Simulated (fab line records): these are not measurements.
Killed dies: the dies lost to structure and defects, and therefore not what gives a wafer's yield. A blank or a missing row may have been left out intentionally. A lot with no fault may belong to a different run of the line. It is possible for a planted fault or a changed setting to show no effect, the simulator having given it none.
Problem report in the 8D (eight disciplines) form, filled by code -- flow rit cmos -- the parts of the form that need people (team, actions taken, sign-off) are left out

1. THE ISSUE
Across 4 wafers from 2 lots, SILICIDE_TI_RS at RIT_SILICIDE_RS_MEAS_02 averages 63.7 ohm/sq, while fault-free wafers read 46.0 ohm/sq with a standard deviation of 0.61. That is +29 standard deviations from the usual mean.
The step: measures by four-point-probe.
Seen first at day 7 17:14 on film metro-02, wafer L606.2. At this step, 42 wafers from 14 lots have a number in the record. Rule for "out", or "out of limits": more than 4 standard deviations from the usual mean. The other wafers with a number count as sound.

2. WHAT IT IS; WHAT IT IS NOT
question,is,is not
which readings at this step,SILICIDE_TI_RS,-
which lots,"L606, L608","L585, L586, L587, L589, L590, L591, L592, L593, L594, L596, L597, L605"
which wafers of those lots,"L606.2, L606.5, L608.4, L608.5","L606.6, L608.6"
read on which gauges,film metro-02,"film metro-01, film metro-03"
when,from day 7 17:14,up to then (37 sound wafers); but 1 sound wafer of L608 came after

3. THE SUSPECTS, EACH WITH WHAT RULES IT OUT
Counting: any tool at a process step up to the reading remains a suspect provided it ran every lot that is out. Sound lots after the first of them don't rule it out here, since some wafers of a struck lot are sound.
- the gauge at RIT_SILICIDE_RS_MEAS_02: kept. All the wafers that are out were read on film metro-02, and no step on other tools shows them out.
- plasma asher-01 at RIT_GATE_STRIP_20 (strips in O2, time 180 s): kept. Every lot that is out went through it, the first being L606 (day 7 02:40); the last sound lot it ran before that was L594 (day 4 13:18).
- pvd sputter-01 at RIT_SILICIDE_SPUTTER_01 (material Ti, target thk 30 nm, time 240 s): kept. Every lot that is out went through it, the first being L606 (day 7 17:04); the last sound lot it ran before that was L596 (day 5 17:02).
Still standing after the count: plasma asher-01 at RIT_GATE_STRIP_20, pvd sputter-01 at RIT_SILICIDE_SPUTTER_01, film metro-02 at RIT_SILICIDE_RS_MEAS_02.

4. THE CAUSE (what the simulator had put in)
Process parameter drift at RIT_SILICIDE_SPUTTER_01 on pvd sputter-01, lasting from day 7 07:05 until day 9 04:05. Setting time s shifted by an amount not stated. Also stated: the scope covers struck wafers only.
Counting left 3 suspects, and this tool is among them.

5. SEQUENCE OF EFFECTS, ordered by route
One row per reading whose mean, taken over the struck wafers that have a number, lies over 3 standard deviations from the usual. Only readings for which the record gives a usual standard deviation are gone through. hours: the time from each lot's start at the first step in this table that gives one to its start at this step, as a median over the lots. sigmas: the change in usual standard deviations.
hours,step,reading,usual,on struck wafers,change,sigmas
0,RIT_SILICIDE_RS_MEAS_02,SILICIDE_TI_RS,46.0 ohm/sq,63.7,+17.7,+29
0,RIT_SILICIDE_THK_MEAS_03,SILICIDE_TI_THK,30.8 nm,23.9,-6.9,-20

6. WHAT WOULD HAVE CAUGHT IT SOONER
The first out-of-limits reading at a measuring or inspecting step in this record came at day 7 17:14, 10 hours after the fault's start at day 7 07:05.
Tool readings at RIT_SILICIDE_SPUTTER_01 with a usual standard deviation given in the record: none out on any struck wafer, hence no alarm at a limit of 4 standard deviations on them.
Among the 2 lots that are out, L608 began RIT_SILICIDE_SPUTTER_01 on pvd sputter-01 after day 7 17:14. It would have been spared by a hold on the tool at that moment.
